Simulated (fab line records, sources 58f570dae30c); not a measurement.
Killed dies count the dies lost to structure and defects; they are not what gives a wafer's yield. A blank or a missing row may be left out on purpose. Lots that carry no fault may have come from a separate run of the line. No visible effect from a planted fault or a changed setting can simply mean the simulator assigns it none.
Which of the tools did it? | flow berkeley cmos170 | 15 lots with 45 wafers sampled at 4 steps, on a route of 331 steps

== WHAT EACH GAUGE READ, for each wafer ==
UCB170_PLDD_CD_MEAS_06 targets a cd of 1200 nm.
lot  | measured     | on        | cd nm (nm)
L790 | day 5 18:35  | cd sem-02 | 1201.1 1199.3 1200.1
L791 | day 6 04:53  | cd sem-01 | 1201.1 1201.0 1201.0
L792 | day 6 19:17  | cd sem-01 | 1199.6 1199.0 1199.5
L794 | day 6 19:29  | cd sem-02 | 1201.2 1201.3 1201.3
L795 | day 7 03:20  | cd sem-02 | 1201.3 1200.4 1201.2
L802 | day 9 03:46  | cd sem-01 | 1201.6 1200.8 1201.7
L803 | day 9 15:29  | cd sem-01 | 1199.0 1199.3 1199.6
L804 | day 9 15:35  | cd sem-02 | 1202.9 1202.6 1201.4
L805 | day 9 19:36  | cd sem-01 | 1201.0 1201.4 1201.2
L807 | day 9 19:50  | cd sem-02 | 1199.3 1198.4 1197.7
L810 | day 10 21:44 | cd sem-02 | 1198.7 1198.1 1198.2
L811 | day 10 22:05 | cd sem-02 | 1202.7 1201.8 1202.1
L809 | day 10 22:23 | cd sem-02 | 1199.7 1198.5 1199.3
L812 | day 10 22:37 | cd sem-02 | 1201.7 1200.5 1201.4
L813 | day 11 14:53 | cd sem-01 | 1198.6 1198.8 1197.7

UCB170_M2_OVL_MEAS_16.
lot  | measured     | on         | M2_OVL (nm)
L790 | day 6 23:10  | overlay-02 | -3 -5 -10
L791 | day 7 11:43  | overlay-01 | -3 -3 -5
L792 | day 8 02:25  | overlay-01 | -10 -10 0
L794 | day 8 02:10  | overlay-02 | -3 -4 -3
L795 | day 8 11:32  | overlay-02 | 1 4 -2
L805 | day 11 07:28 | overlay-02 | -5 0 -3
L807 | day 11 06:28 | overlay-01 | -6 -11 -10
L810 | day 12 05:58 | overlay-01 | -1 2 2
L811 | day 12 06:38 | overlay-01 | -4 6 6
L809 | day 12 05:55 | overlay-02 | -2 -9 0
L812 | day 12 05:38 | overlay-02 | -4 -2 -4
L813 | day 13 05:52 | overlay-02 | -3 -7 -4

== WHICH TOOL RAN EACH LOT (tool, then ch and the chambers of the sampled wafers, then the start) ==
lot  | UCB170_CONTACT_RTA_08            | UCB170_M1_STRIP_13
L790 | rtp anneal-02 ch 0, day 6 09:47  | plasma asher-02 ch 1, day 6 12:55
L791 | rtp anneal-01 ch 0, day 6 22:31  | plasma asher-02 ch 0,1, day 7 01:50
L792 | rtp anneal-02 ch 0, day 7 11:02  | plasma asher-02 ch 0,1, day 7 17:38
L794 | rtp anneal-01 ch 0, day 7 11:02  | plasma asher-02 ch 0,1, day 7 14:31
L795 | rtp anneal-02 ch 0, day 7 21:04  | plasma asher-03 ch 0,1, day 8 01:25
L802 | rtp anneal-02 ch 0, day 10 08:46 | plasma asher-03 ch 0,1, day 10 12:10
L803 | rtp anneal-02 ch 0, day 10 14:44 | plasma asher-02 ch 0,1, day 10 19:11
L804 | rtp anneal-01 ch 0, day 10 14:08 | plasma asher-02 ch 0,1, day 10 18:50
L805 | rtp anneal-01 ch 0, day 10 15:07 | plasma asher-02 ch 0,1, day 10 19:47
L807 | rtp anneal-01 ch 0, day 10 14:32 | plasma asher-03 ch 0,1, day 10 19:04
L810 | rtp anneal-01 ch 0, day 11 13:49 | plasma asher-02 ch 0,1, day 11 18:28
L811 | rtp anneal-02 ch 0, day 11 15:55 | plasma asher-02 ch 0,1, day 11 20:25
L809 | rtp anneal-02 ch 0, day 11 16:22 | plasma asher-02 ch 0,1, day 11 21:11
L812 | rtp anneal-01 ch 0, day 11 16:05 | plasma asher-03 ch 0,1, day 11 20:50
L813 | rtp anneal-01 ch 0, day 12 09:22 | plasma asher-03 ch 0,1, day 12 13:16
- UCB170_CONTACT_RTA_08: time 10 s.
- UCB170_M1_STRIP_13: strips in O2.

== AS READ BY THE TOOLS THEMSELVES (means over the sampled wafers that have a number; for cases with no such wafer, the mark the record gives instead) ==
UCB170_CONTACT_RTA_08.
lot  | tool          | lamp power pct (%) | wafer_temp_C_max
L790 | rtp anneal-02 | 24.57              | 904.4
L791 | rtp anneal-01 | 24.44              | 904.2
L792 | rtp anneal-02 | 24.54              | 904.6
L794 | rtp anneal-01 | 24.43              | 903.8
L795 | rtp anneal-02 | 24.55              | 904.6
L802 | rtp anneal-02 | 24.58              | 903.6
L803 | rtp anneal-02 | 24.55              | 904.9
L804 | rtp anneal-01 | 24.44              | 904.6
L805 | rtp anneal-01 | 24.44              | 904.0
L807 | rtp anneal-01 | 24.44              | 903.9
L810 | rtp anneal-01 | 24.43              | 904.8
L811 | rtp anneal-02 | 24.58              | 904.0
L809 | rtp anneal-02 | 24.57              | 904.6
L812 | rtp anneal-01 | 24.44              | 904.9
L813 | rtp anneal-01 | 24.41              | 904.9

UCB170_M1_STRIP_13.
lot  | tool            | chamber pressure mTorr (mTorr) | drypump motor current A (A) | oes product au (a.u.)
L790 | plasma asher-02 | 3500                           | 5.4                         | 0.721
L791 | plasma asher-02 | 3502                           | 5.3                         | 0.720
L792 | plasma asher-02 | 3495                           | 5.3                         | 0.723
L794 | plasma asher-02 | 3502                           | 5.4                         | 0.715
L795 | plasma asher-03 | 3500                           | 6.1                         | 0.721
L802 | plasma asher-03 | -                              | -                           | -
L803 | plasma asher-02 | -                              | -                           | -
L804 | plasma asher-02 | -                              | -                           | -
L805 | plasma asher-02 | 3496                           | 5.3                         | 0.720
L807 | plasma asher-03 | 3499                           | 6.1                         | 0.721
L810 | plasma asher-02 | 3501                           | 5.3                         | 0.723
L811 | plasma asher-02 | 3500                           | 5.3                         | 0.716
L809 | plasma asher-02 | 3499                           | 5.3                         | 0.719
L812 | plasma asher-03 | 3498                           | 6.1                         | 0.721
L813 | plasma asher-03 | 3500                           | 6.0                         | 0.718

== THE ANSWER, worked out from the rows above alone ==
Rule: usual is defined by the lots themselves. The widest of any qualifying gaps counts: lots, ordered by their means at a reading, are off when they make up no more than a third of the lots, leave a main group of 4 or more, and stand apart from it by 3 or more times the standard deviation of that group's means. Not used: any main group whose means are identical at the precision the tables above print for the reading. A lot without any number at a reading at which 4 lots or more have one is off too. All remaining lots with rows at the step are treated as sound. The gauges are gone through in route order, then the tools' own readings, and for those a lot's mean is taken as printed above. At the first step where some lot is off, the reading lying furthest off is the one used; lots without a number count as furthest.
Off, at UCB170_M1_STRIP_13 on chamber pressure mTorr: L802, L803, L804. Without a number there: L802, L803, L804. For the main group the mean is 3499 mTorr and the standard deviation 2.1.
A tool fits if, at that step or a process step before it, it ran every lot that is off, and no sound lot after the first of them. Not one of the candidates tried fits.

== WHAT THE SIMULATOR HAD INSERTED ==
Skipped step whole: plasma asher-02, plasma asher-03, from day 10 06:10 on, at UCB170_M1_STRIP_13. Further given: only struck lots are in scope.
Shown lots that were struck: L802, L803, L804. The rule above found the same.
